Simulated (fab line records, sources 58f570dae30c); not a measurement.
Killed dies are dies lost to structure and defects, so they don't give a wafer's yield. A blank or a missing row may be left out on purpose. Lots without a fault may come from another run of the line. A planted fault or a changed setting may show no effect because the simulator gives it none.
Problem report in the 8D (eight disciplines) form, filled by code | flow berkeley_cmos170 | the parts of the form that need people (team, actions taken, sign-off) are left out

1. THE PROBLEM
cd_nm at UCB170_M1_CD_MEAS_90 reads a mean of 717.7 nm on 2 wafers of 2 lots; wafers without a fault read 700.0 nm with a standard deviation of 1.7. That is +10 standard deviations from the usual mean.
The step: target cd 700 nm.
First seen on wafer L109.3, day 12 15:16, on cd_sem-01. The record holds 38 wafers of 14 lots with a number at this step. Rule for "out", or "out of limits": more than 4 standard deviations from the usual mean. The other wafers with a number count as sound.

2. WHAT IT IS AND WHAT IT IS NOT
question                    | is                     | is not
which readings at this step | cd_nm                  | -
which lots                  | L106, L109             | L103, L104, L105, L107, L111, L988, L990, L991, L993, L994, L995, L997
which wafers of those lots  | all that have a number | -
read on which gauges        | cd_sem-01, cd_sem-02   | -
when                        | from day 12 15:16      | up to then (33 sound wafers); but 3 sound wafers of L111 came after

3. SUSPECTS, AND WHAT RULES EACH OUT
Counting: a tool at a process step up to the reading stays a suspect if it ran every lot that is out and no sound lot after the first of them.
- the gauge at UCB170_M1_CD_MEAS_90: ruled out. The wafers that are out were read on 2 gauges (cd_sem-01, cd_sem-02).
- rie_metal-01 at UCB170_M1_METAL_ETCH_12 (etches Al in Cl2/BCl3, stops on PSG, target depth 780 nm, time 130 s): kept. It ran every lot that is out, first L109 (day 12 15:02), and no sound lot after that; its last sound lot up to then is L107 (day 12 00:21). Its own readings are out on those wafers: oes_product_au, run_length_s.
Left after counting: rie_metal-01 at UCB170_M1_METAL_ETCH_12.

4. THE CAUSE (what the simulator had put in)
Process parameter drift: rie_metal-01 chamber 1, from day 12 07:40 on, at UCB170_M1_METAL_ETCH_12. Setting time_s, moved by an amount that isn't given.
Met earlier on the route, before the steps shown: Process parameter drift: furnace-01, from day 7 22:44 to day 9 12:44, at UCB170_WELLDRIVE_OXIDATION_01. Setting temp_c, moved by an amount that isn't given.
Counting left only this tool.

5. THE CHAIN OF EFFECTS, in route order
Each row: a reading whose mean over the struck wafers that have a number lies more than 3 standard deviations from the usual. Only readings for which the record gives a usual standard deviation are gone through. hours: the time from each lot's start at the first step in this table that gives one to its start at this step, as a median over the lots. sigmas: the change in usual standard deviations.
hours | step                    | reading            | usual      | on struck wafers | change | sigmas
0     | UCB170_M1_METAL_ETCH_12 | oes_product_au     | 0.848 a.u. | 0.994            | +0.146 | +18
0     | UCB170_M1_METAL_ETCH_12 | run_length_s       | 158.4 s    | 85.4             | -73.0  | -99 or more
0     | UCB170_M1_CD_MEAS_90    | cd_nm              | 700.0 nm   | 717.7            | +17.7  | +10
16    | UCB170_M3_PROBE_99      | killed_at_M0_to_M3 | 0.8        | 261.0            | +260.2 | +99 or more
16    | UCB170_M3_PROBE_99      | killed_dies        | 3.1        | 264.0            | +260.9 | +99 or more
The process steps in it:
- UCB170_M1_METAL_ETCH_12: etches Al in Cl2/BCl3, stops on PSG, target depth 780 nm, time 130 s.
- UCB170_M3_PROBE_99

6. WHAT WOULD HAVE CAUGHT IT SOONER
In this record the first reading out of limits at a measuring or inspecting step was taken at day 12 15:16, 8 hours after the fault began at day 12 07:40.
The tool's own readings at UCB170_M1_METAL_ETCH_12 were out on every struck wafer that the step has a row for (oes_product_au, run_length_s): an alarm limit on them would have fired on the first of those.
Of the lots that are out (2), L106 began UCB170_M1_METAL_ETCH_12 on rie_metal-01 after day 12 15:16. A hold on the tool at that time would have spared it.
